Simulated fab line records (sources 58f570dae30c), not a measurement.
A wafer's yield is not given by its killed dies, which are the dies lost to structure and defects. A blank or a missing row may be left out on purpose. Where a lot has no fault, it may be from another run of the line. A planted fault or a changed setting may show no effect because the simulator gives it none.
A struck lot beside a sound one | flow berkeley cmos170 | 29 out of 331 route steps
Sound: these wafers, L682.1, L682.3, L682.6. Wafers L687.1, L687.2, L687.5 were the ones struck. The cause is given at the end.
Each step with rows lists, per side, the tool, then ch with its chambers, then its first start. Under that, the readings that differ: sound wafers | struck wafers | difference of the means | sigmas: that difference in standard deviations of wafers without a fault.
alike: a reading whose means differ by less than 2 such deviations, as well as words and numbers matching on both sides. not compared: withheld readings; readings where some wafer has no value; bounds like >300 that might hide an equal value; numbers whose values overlap and for which the record gives no deviation.
The two part at a step that has a row with sigmas, a row that says differs or no value, or rows on one side only. When numbers do not overlap yet have no deviation, they are printed without sigmas and do not part them. A reading missing from all wafers of one side parts the sides only when that side holds two or more wafers.

UCB170_ACTIVE_THK_MEAS_03:
  struck on film metro-01, day 5 15:10; sound on film metro-02, day 4 14:16
  alike: ACTIVE_OXIDE_THK
then, 2 steps without rows for these wafers: UCB170_ACTIVE_ANNEAL_04 (time 900 s); UCB170_ACTIVE_CVD_05 (deposits Si3N4 from SiH2Cl2/NH3, target thk 220 nm, time 3300 s).
UCB170_ACTIVE_THK_MEAS_06:
  struck on film metro-03, day 5 20:44; sound on film metro-01, day 4 20:41
  alike: ACTIVE_NITRIDE_THK
then, 6 steps without rows for these wafers: UCB170_ACTIVE_HMDS_07 (prime time 60 s); UCB170_ACTIVE_COAT_08 (resist thk 900 nm); UCB170_ACTIVE_SOFTBAKE_09 (time 60 s); UCB170_ACTIVE_EXPOSE_10 (exposes mask ACTIVE, target cd 1200 nm); UCB170_ACTIVE_PEB_11; UCB170_ACTIVE_DEVELOP_12 (develop time 45 s).
UCB170_ACTIVE_CD_MEAS_13 targets a cd of 1200 nm.
  struck on cd sem-02, day 5 21:50; sound on cd sem-01, day 4 22:31
  alike: cd nm
UCB170_ACTIVE_OVL_MEAS_14:
  struck on overlay-01, day 5 21:57; sound on overlay-01, day 4 22:38
  alike: ACTIVE_OVL
UCB170_ACTIVE_ETCH_15: etches Si3N4 in CH3F/Ar/O2, stops on SiO2, target depth 242 nm, time 151 s.
  sound on rie diel-04 ch 1,3, day 4 22:41; struck on rie diel-04 ch 1,2,3, day 5 21:59
  reading                                       | sound             | struck            | difference | sigmas
  oes product au (a.u.)                         | 0.930 0.927 0.934 | 0.872 0.875 0.850 | -0.065     | -4
  model.KrF_of_ACTIVE_COAT_08.thk nm (nm)       | 728.6 726.9 729.8 | 702.4 702.8 701.2 | -26.3      |
  model.SiO2_of_ACTIVE_OXIDATION_02.thk nm (nm) | 23.53 23.68 23.91 | 18.35 17.78 18.74 | -5.42      |
  alike: drypump motor current A, throttle valve pct
  not compared: rf hours counter h
UCB170_ACTIVE_STRIP_16: strips in O2.
  sound on plasma asher-03 ch 1, day 4 22:47; struck on plasma asher-01 ch 0,1, day 5 22:05
  reading                      | sound             | struck            | difference | sigmas
  strip time to endpoint s (s) | 18.18 18.16 18.20 | 17.56 17.56 17.51 | -0.64      | -8
  alike: drypump motor current A, oes product au
  not compared: rf hours counter h
UCB170_ACTIVE_CD_MEAS_90 targets a cd of 1200 nm.
  struck on cd sem-02, day 5 22:17; sound on cd sem-01, day 4 22:53
  alike: cd nm
then, 7 steps without rows for these wafers: UCB170_ACTIVE_CLEAN_17 (cleans in SPM, time 600 s); UCB170_PFIELD_HMDS_00 (prime time 60 s); UCB170_PFIELD_COAT_01 (resist thk 900 nm); UCB170_PFIELD_SOFTBAKE_02 (time 60 s); UCB170_PFIELD_EXPOSE_03 (exposes mask PFIELD, target cd 1500 nm); UCB170_PFIELD_PEB_04; UCB170_PFIELD_DEVELOP_05 (develop time 45 s).
UCB170_PFIELD_OVL_MEAS_06:
  struck on overlay-01, day 5 23:26; sound on overlay-02, day 5 00:42
  alike: PFIELD_OVL
then, 1 step without rows for these wafers: UCB170_PFIELD_IMPLANT_07.
UCB170_PFIELD_STRIP_08: strips in O2.
  sound on plasma asher-03 ch 0,1, day 5 00:53; struck on plasma asher-04 ch 0,1, day 5 23:37
  reading                     | sound          | struck         | difference | sigmas
  drypump motor current A (A) | 5.93 5.95 5.73 | 5.18 5.45 5.16 | -0.61      | -2
  alike: oes product au, strip time to endpoint s
  not compared: rf hours counter h
UCB170_PFIELD_TW_MEAS_09:
  struck on film metro-01, day 5 23:43; sound on film metro-02, day 5 01:00
  alike: PFIELD_TW
UCB170_FIELD_CLEAN_00: cleans in dHF, time 7.5 s.
  sound on wet bench-03 ch 0, day 5 02:23; struck on wet bench-04 ch 0, day 5 23:51
  reading                                       | sound             | struck           | difference | sigmas
  model.SiO2_of_ACTIVE_OXIDATION_02.thk nm (nm) | 22.04 22.19 22.43 | 16.87 16.3 17.26 | -5.41      |
then, 1 step without rows for these wafers: UCB170_FIELD_OXIDATION_01 (target thk 558.3 nm, ox time 7200 s).
UCB170_M3_PROBE_99:
  sound wafers here have rows in the record (prober-02, day 8 12:31); struck ones have none

== WHERE THEY PART ==
Last at UCB170_M3_PROBE_99 as far as this record goes, first at UCB170_ACTIVE_ETCH_15.

WHY: what had been put in by the simulator
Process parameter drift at UCB170_ACTIVE_ETCH_15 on rie diel-04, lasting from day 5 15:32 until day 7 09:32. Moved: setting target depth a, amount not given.
